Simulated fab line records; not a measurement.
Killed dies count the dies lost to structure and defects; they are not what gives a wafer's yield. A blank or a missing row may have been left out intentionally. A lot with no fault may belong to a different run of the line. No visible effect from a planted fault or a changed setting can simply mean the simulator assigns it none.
Which tool did it? :: flow berkeley-cmos170 :: 42 wafers from 14 lots sampled at 5 of the route's 331 steps

## WHAT EACH GAUGE READ, for each wafer
UCB170_START_THK_MEAS_03.
lot: L491
measured: day 1 17:05
on: film-metro-01
START_OXIDE_THK (nm): 20.9 20.9 21.2

lot: L490
measured: day 1 17:06
on: film-metro-02
START_OXIDE_THK (nm): 20.3 20.5 20.4

lot: L492
measured: day 2 01:22
on: film-metro-02
START_OXIDE_THK (nm): 20.4 20.6 20.5

lot: L495
measured: day 2 15:59
on: film-metro-01
START_OXIDE_THK (nm): 20.8 21.1 21.3

lot: L496
measured: day 2 22:56
on: film-metro-01
START_OXIDE_THK (nm): 20.8 20.3 20.5

lot: L498
measured: day 3 06:11
on: film-metro-04
START_OXIDE_THK (nm): 21.0 20.5 20.9

lot: L503
measured: day 4 05:17
on: film-metro-04
START_OXIDE_THK (nm): 21.0 21.0 21.2

lot: L502
measured: day 4 05:19
on: film-metro-01
START_OXIDE_THK (nm): 21.2 20.9 21.0

lot: L507
measured: day 5 03:47
on: film-metro-01
START_OXIDE_THK (nm): 21.0 21.0 21.2

lot: L509
measured: day 5 14:05
on: film-metro-02
START_OXIDE_THK (nm): 21.0 20.6 20.7

lot: L510
measured: day 5 17:05
on: film-metro-01
START_OXIDE_THK (nm): 20.9 21.4 20.9

lot: L511
measured: day 6 00:07
on: film-metro-01
START_OXIDE_THK (nm): 20.8 20.8 20.9

lot: L512
measured: day 6 03:56
on: film-metro-02
START_OXIDE_THK (nm): 21.2 21.5 21.6

lot: L513
measured: day 6 08:32
on: film-metro-02
START_OXIDE_THK (nm): 20.4 20.8 20.4

UCB170_ACTIVE_THK_MEAS_03.
lot: L491
measured: day 4 07:58
on: film-metro-02
ACTIVE_OXIDE_THK (nm): 25.9 26.1 25.7

lot: L490
measured: day 4 07:59
on: film-metro-01
ACTIVE_OXIDE_THK (nm): 26.3 26.4 25.7

lot: L492
measured: day 4 14:55
on: film-metro-01
ACTIVE_OXIDE_THK (nm): 26.4 26.6 26.8

lot: L495
measured: day 5 03:58
on: film-metro-02
ACTIVE_OXIDE_THK (nm): 25.9 26.0 26.2

lot: L496
measured: day 5 08:55
on: film-metro-02
ACTIVE_OXIDE_THK (nm): 26.3 26.0 26.5

lot: L498
measured: day 5 18:50
on: film-metro-01
ACTIVE_OXIDE_THK (nm): 26.6 27.0 26.9

lot: L503
measured: day 6 21:17
on: film-metro-04
ACTIVE_OXIDE_THK (nm): 22.7 23.0 23.2

lot: L502
measured: day 6 21:19
on: film-metro-01
ACTIVE_OXIDE_THK (nm): 22.9 22.9 23.2

lot: L507
measured: day 7 07:46
on: film-metro-04
ACTIVE_OXIDE_THK (nm): 26.9 26.4 26.5

lot: L509
measured: day 8 03:17
on: film-metro-04
ACTIVE_OXIDE_THK (nm): 26.2 26.6 26.4

lot: L510
measured: day 8 03:17
on: film-metro-02
ACTIVE_OXIDE_THK (nm): 25.5 26.2 26.4

lot: L511
measured: day 8 07:56
on: film-metro-01
ACTIVE_OXIDE_THK (nm): 26.7 26.6 26.6

lot: L512
measured: day 8 07:53
on: film-metro-01
ACTIVE_OXIDE_THK (nm): 26.1 26.6 26.3

lot: L513
measured: day 8 14:02
on: film-metro-01
ACTIVE_OXIDE_THK (nm): 26.6 26.0 26.2

UCB170_ACTIVE_CD_MEAS_90 targets a cd of 1200 nm.
lot: L491
measured: day 4 15:41
on: cd-sem-01
cd-nm (nm): 1198.5 1199.7 1199.9

lot: L490
measured: day 4 15:50
on: cd-sem-02
cd-nm (nm): 1197.6 1198.9 1198.9

lot: L492
measured: day 4 23:21
on: cd-sem-02
cd-nm (nm): 1198.5 1200.4 1198.1

lot: L495
measured: day 5 11:28
on: cd-sem-02
cd-nm (nm): 1200.6 1200.5 1199.2

lot: L496
measured: day 5 17:35
on: cd-sem-02
cd-nm (nm): 1198.8 1197.7 1197.9

lot: L498
measured: day 6 03:47
on: cd-sem-01
cd-nm (nm): 1201.2 1200.3 1201.1

lot: L503
measured: day 7 08:16
on: cd-sem-01
cd-nm (nm): 1196.9 1197.7 1197.9

lot: L502
measured: day 7 07:23
on: cd-sem-02
cd-nm (nm): 1199.8 1199.1 1199.1

lot: L507
measured: day 7 15:49
on: cd-sem-02
cd-nm (nm): 1197.6 1198.7 1197.4

lot: L509
measured: day 8 10:34
on: cd-sem-02
cd-nm (nm): 1201.2 1200.4 1201.6

lot: L510
measured: day 8 10:51
on: cd-sem-01
cd-nm (nm): 1200.6 1200.4 1201.7

lot: L511
measured: day 8 16:37
on: cd-sem-02
cd-nm (nm): 1200.5 1200.4 1199.1

lot: L512
measured: day 8 16:24
on: cd-sem-02
cd-nm (nm): 1199.0 1200.8 1199.7

lot: L513
measured: day 8 21:44
on: cd-sem-01
cd-nm (nm): 1199.3 1200.9 1198.1

## EACH LOT AND THE TOOL THAT RAN IT (in order: tool; ch and the chambers of the sampled wafers; start)
lot: L491
UCB170_NWELL_STRIP_15: plasma-asher-02 ch 1, day 2 12:14
UCB170_ACTIVE_OXIDATION_02: furnace-04 ch 0, day 4 06:37

lot: L490
UCB170_NWELL_STRIP_15: plasma-asher-02 ch 0,1, day 2 12:39
UCB170_ACTIVE_OXIDATION_02: furnace-04 ch 0, day 4 06:37

lot: L492
UCB170_NWELL_STRIP_15: plasma-asher-03 ch 0,1, day 2 19:17
UCB170_ACTIVE_OXIDATION_02: furnace-04 ch 0, day 4 13:33

lot: L495
UCB170_NWELL_STRIP_15: plasma-asher-02 ch 0,1, day 3 11:42
UCB170_ACTIVE_OXIDATION_02: furnace-03 ch 0, day 5 02:37

lot: L496
UCB170_NWELL_STRIP_15: plasma-asher-03 ch 0,1, day 3 18:50
UCB170_ACTIVE_OXIDATION_02: furnace-04 ch 0, day 5 07:32

lot: L498
UCB170_NWELL_STRIP_15: plasma-asher-03 ch 0,1, day 4 01:17
UCB170_ACTIVE_OXIDATION_02: furnace-04 ch 0, day 5 17:29

lot: L503
UCB170_NWELL_STRIP_15: plasma-asher-03 ch 0,1, day 4 23:54
UCB170_ACTIVE_OXIDATION_02: furnace-04 ch 0, day 6 19:56

lot: L502
UCB170_NWELL_STRIP_15: plasma-asher-01 ch 0,1, day 4 23:49
UCB170_ACTIVE_OXIDATION_02: furnace-04 ch 0, day 6 19:56

lot: L507
UCB170_NWELL_STRIP_15: plasma-asher-03 ch 0,1, day 5 19:22
UCB170_ACTIVE_OXIDATION_02: furnace-03 ch 0, day 7 06:20

lot: L509
UCB170_NWELL_STRIP_15: plasma-asher-02 ch 0,1, day 6 07:41
UCB170_ACTIVE_OXIDATION_02: furnace-03 ch 0, day 8 01:54

lot: L510
UCB170_NWELL_STRIP_15: plasma-asher-03 ch 0,1, day 6 11:52
UCB170_ACTIVE_OXIDATION_02: furnace-03 ch 0, day 8 01:54

lot: L511
UCB170_NWELL_STRIP_15: plasma-asher-02 ch 0,1, day 6 17:36
UCB170_ACTIVE_OXIDATION_02: furnace-01 ch 0, day 8 06:31

lot: L512
UCB170_NWELL_STRIP_15: plasma-asher-03 ch 0,1, day 6 17:23
UCB170_ACTIVE_OXIDATION_02: furnace-01 ch 0, day 8 06:31

lot: L513
UCB170_NWELL_STRIP_15: plasma-asher-02 ch 0,1, day 6 23:47
UCB170_ACTIVE_OXIDATION_02: furnace-03 ch 0, day 8 12:41
- UCB170_NWELL_STRIP_15: strips in O2.
- UCB170_ACTIVE_OXIDATION_02: target thk 26.4 nm, ox time 1260 s.

## AS READ BY THE TOOLS THEMSELVES (means over the sampled wafers that have a number; for cases with no such wafer, the mark the record gives instead)
UCB170_NWELL_STRIP_15.
lot: L491
tool: plasma-asher-02
chamber-pressure-mTorr (mTorr): 3499
drypump-motor-current-A (A): 4.97
oes-product-au (a.u.): 0.720
strip-time-to-endpoint-s (s): 18.03

lot: L490
tool: plasma-asher-02
chamber-pressure-mTorr (mTorr): 3496
drypump-motor-current-A (A): 5.49
oes-product-au (a.u.): 0.719
strip-time-to-endpoint-s (s): 18.02

lot: L492
tool: plasma-asher-03
chamber-pressure-mTorr (mTorr): 3499
drypump-motor-current-A (A): 5.57
oes-product-au (a.u.): 0.725
strip-time-to-endpoint-s (s): 18.00

lot: L495
tool: plasma-asher-02
chamber-pressure-mTorr (mTorr): 3499
drypump-motor-current-A (A): 5.46
oes-product-au (a.u.): 0.723
strip-time-to-endpoint-s (s): 18.05

lot: L496
tool: plasma-asher-03
chamber-pressure-mTorr (mTorr): 3500
drypump-motor-current-A (A): 5.52
oes-product-au (a.u.): 0.721
strip-time-to-endpoint-s (s): 18.02

lot: L498
tool: plasma-asher-03
chamber-pressure-mTorr (mTorr): 3501
drypump-motor-current-A (A): 5.57
oes-product-au (a.u.): 0.721
strip-time-to-endpoint-s (s): 17.96

lot: L503
tool: plasma-asher-03
chamber-pressure-mTorr (mTorr): 3496
drypump-motor-current-A (A): 5.56
oes-product-au (a.u.): 0.721
strip-time-to-endpoint-s (s): 18.04

lot: L502
tool: plasma-asher-01
chamber-pressure-mTorr (mTorr): 3499
drypump-motor-current-A (A): 5.41
oes-product-au (a.u.): 0.721
strip-time-to-endpoint-s (s): 17.89

lot: L507
tool: plasma-asher-03
chamber-pressure-mTorr (mTorr): 3499
drypump-motor-current-A (A): 5.52
oes-product-au (a.u.): 0.719
strip-time-to-endpoint-s (s): 18.06

lot: L509
tool: plasma-asher-02
chamber-pressure-mTorr (mTorr): 3501
drypump-motor-current-A (A): 5.22
oes-product-au (a.u.): 0.722
strip-time-to-endpoint-s (s): 17.98

lot: L510
tool: plasma-asher-03
chamber-pressure-mTorr (mTorr): 3501
drypump-motor-current-A (A): 5.57
oes-product-au (a.u.): 0.724
strip-time-to-endpoint-s (s): 18.06

lot: L511
tool: plasma-asher-02
chamber-pressure-mTorr (mTorr): 3497
drypump-motor-current-A (A): 5.46
oes-product-au (a.u.): 0.723
strip-time-to-endpoint-s (s): 18.03

lot: L512
tool: plasma-asher-03
chamber-pressure-mTorr (mTorr): 3500
drypump-motor-current-A (A): 5.55
oes-product-au (a.u.): 0.727
strip-time-to-endpoint-s (s): 18.02

lot: L513
tool: plasma-asher-02
chamber-pressure-mTorr (mTorr): 3500
drypump-motor-current-A (A): 5.23
oes-product-au (a.u.): 0.722
strip-time-to-endpoint-s (s): 18.00

UCB170_ACTIVE_OXIDATION_02.
lot: L491
tool: furnace-04
ox-temp-c-max: 1002.9
zone-power-centre-pct (%): 56

lot: L490
tool: furnace-04
ox-temp-c-max: 1004.4
zone-power-centre-pct (%): 55

lot: L492
tool: furnace-04
ox-temp-c-max: 1004.1
zone-power-centre-pct (%): 56

lot: L495
tool: furnace-03
ox-temp-c-max: 1005.3
zone-power-centre-pct (%): 60

lot: L496
tool: furnace-04
ox-temp-c-max: 1002.8
zone-power-centre-pct (%): 56

lot: L498
tool: furnace-04
ox-temp-c-max: 1003.1
zone-power-centre-pct (%): 56

lot: L503
tool: furnace-04
ox-temp-c-max: 1003.7
zone-power-centre-pct (%): 56

lot: L502
tool: furnace-04
ox-temp-c-max: 1003.5
zone-power-centre-pct (%): 56

lot: L507
tool: furnace-03
ox-temp-c-max: 1005.8
zone-power-centre-pct (%): 61

lot: L509
tool: furnace-03
ox-temp-c-max: 1004.8
zone-power-centre-pct (%): 60

lot: L510
tool: furnace-03
ox-temp-c-max: 1005.7
zone-power-centre-pct (%): 60

lot: L511
tool: furnace-01
ox-temp-c-max: 1003.0
zone-power-centre-pct (%): 43

lot: L512
tool: furnace-01
ox-temp-c-max: 1003.7
zone-power-centre-pct (%): 43

lot: L513
tool: furnace-03
ox-temp-c-max: 1005.6
zone-power-centre-pct (%): 61

## THE ANSWER, worked out from the rows above alone
Rule: the lots themselves supply what counts as usual. The widest of any qualifying gaps counts: lots, ordered by their means at a reading, are off when they make up no more than a third of the lots, leave a main group of 4 or more, and stand apart from it by 3 or more times the standard deviation of that group's means. A main group is skipped when, at the precision printed for the reading in the tables above, its means are all equal. Also off: a lot with no number at a reading for which 4 or more lots have one. All remaining lots with rows at the step are treated as sound. The gauges are gone through in route order, then the tools' own readings, and for those a lot's mean is taken as printed above. The first step at which some lot is off is used, and at that step the reading that is off furthest; a lot without a number counts as furthest.
Off: L503, L502, at UCB170_ACTIVE_THK_MEAS_03 (ACTIVE_OXIDE_THK). The main group has a mean of 26.3 nm with a standard deviation of 0.27.
If a tool, at a process step before that reading, ran all the lots that are off and no sound lot after the first of them, it fits. Those tools and the gauges at UCB170_ACTIVE_THK_MEAS_03 are tried in the same way. One fits: UCB170_ACTIVE_OXIDATION_02 on furnace-04. Its last sound lot is L498 (day 5 17:29), its first lot that is off L502 (day 6 19:56): a fault that began between those two fits.

## WHAT THE SIMULATOR PUT IN
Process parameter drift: furnace-04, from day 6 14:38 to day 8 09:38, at UCB170_ACTIVE_OXIDATION_02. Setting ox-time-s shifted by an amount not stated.
Lots struck among those shown: L503, L502. This agrees with what the rule above found.
